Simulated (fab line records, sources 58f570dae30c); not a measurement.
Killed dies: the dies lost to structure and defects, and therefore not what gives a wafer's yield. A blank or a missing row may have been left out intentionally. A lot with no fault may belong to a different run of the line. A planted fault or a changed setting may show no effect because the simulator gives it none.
One fault through the eyes of 2 desks -- flow berkeley_cmos170 -- what lay behind the numbers comes last; until then each desk has only its own

## AT THE METROLOGY DESK
What the gauges read for every lot (on any tool): the sampled wafers with a number, averaged. A lot is out of limits, marked OUT, if its mean lies more than 4 standard deviations from the usual mean; the brackets give that distance.
Columns: A = CONTACT_PSG_THK at UCB170_CONTACT_THK_MEAS_02, usual 710 nm
lot,first seen here,A
L699,day 7 06:06,709
L698,day 7 06:07,714
L702,day 7 21:26,705
L701,day 7 23:13,719
L705,day 8 02:15,454 (-33) OUT
L704,day 8 04:02,443 (-34) OUT
L706,day 9 01:51,718
L707,day 9 01:52,708
L712,day 9 15:58,703
L713,day 9 17:45,710
L715,day 10 15:02,713
L721,day 11 06:24,702
L719,day 11 06:44,724
L720,day 11 08:11,720
Per this desk, out of limits: L704, L705; the first was L705, day 8 02:15 (CONTACT_PSG_THK at UCB170_CONTACT_THK_MEAS_02). L699, L698, L702, L701, L706, L707, L712, L713, L715, L721, L719, L720 stayed within limits.

## THE TOOL OWNER'S DESK: lpcvd-01
The tool's own readings at UCB170_CONTACT_CVD_01 (deposits PSG from SiH4/O2/PH3, target thk 700 nm, time 2820 s): means of the sampled wafers that have a number, for each lot that ran on this tool. A lot is out of limits, marked OUT, if its mean lies more than 4 standard deviations from the usual mean; the brackets give that distance.
Columns: A = susceptor_temp_C at UCB170_CONTACT_CVD_01, usual 449.99 C
lot,first seen here,A
L698,day 7 04:19,449.70
L699,day 7 04:19,449.75
L702,day 7 19:38,449.92
L701,day 7 21:25,450.30
L705,day 8 00:27,450.17
L704,day 8 02:14,449.92
L721,day 11 04:37,449.90
L720,day 11 06:24,449.93
Result from this desk: across the 8 lots, nothing is out of limits.

## BROUGHT TOGETHER
On L704, L705, the metrology desk was in a position to raise an alarm at day 8 02:15.
Nothing out of limits was seen by the tool owner's desk.
Tool owner's desk: L704, L705 on record, inside its limits.
Of the lots named, all ran UCB170_CONTACT_CVD_01 on lpcvd-01.

## WHAT THE SIMULATOR HAD INSERTED
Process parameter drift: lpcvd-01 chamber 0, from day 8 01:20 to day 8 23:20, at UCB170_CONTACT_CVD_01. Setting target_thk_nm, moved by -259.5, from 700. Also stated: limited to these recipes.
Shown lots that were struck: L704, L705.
Time in hours between the start of the fault and the first out-of-limits reading at each desk: metrology desk, 1.
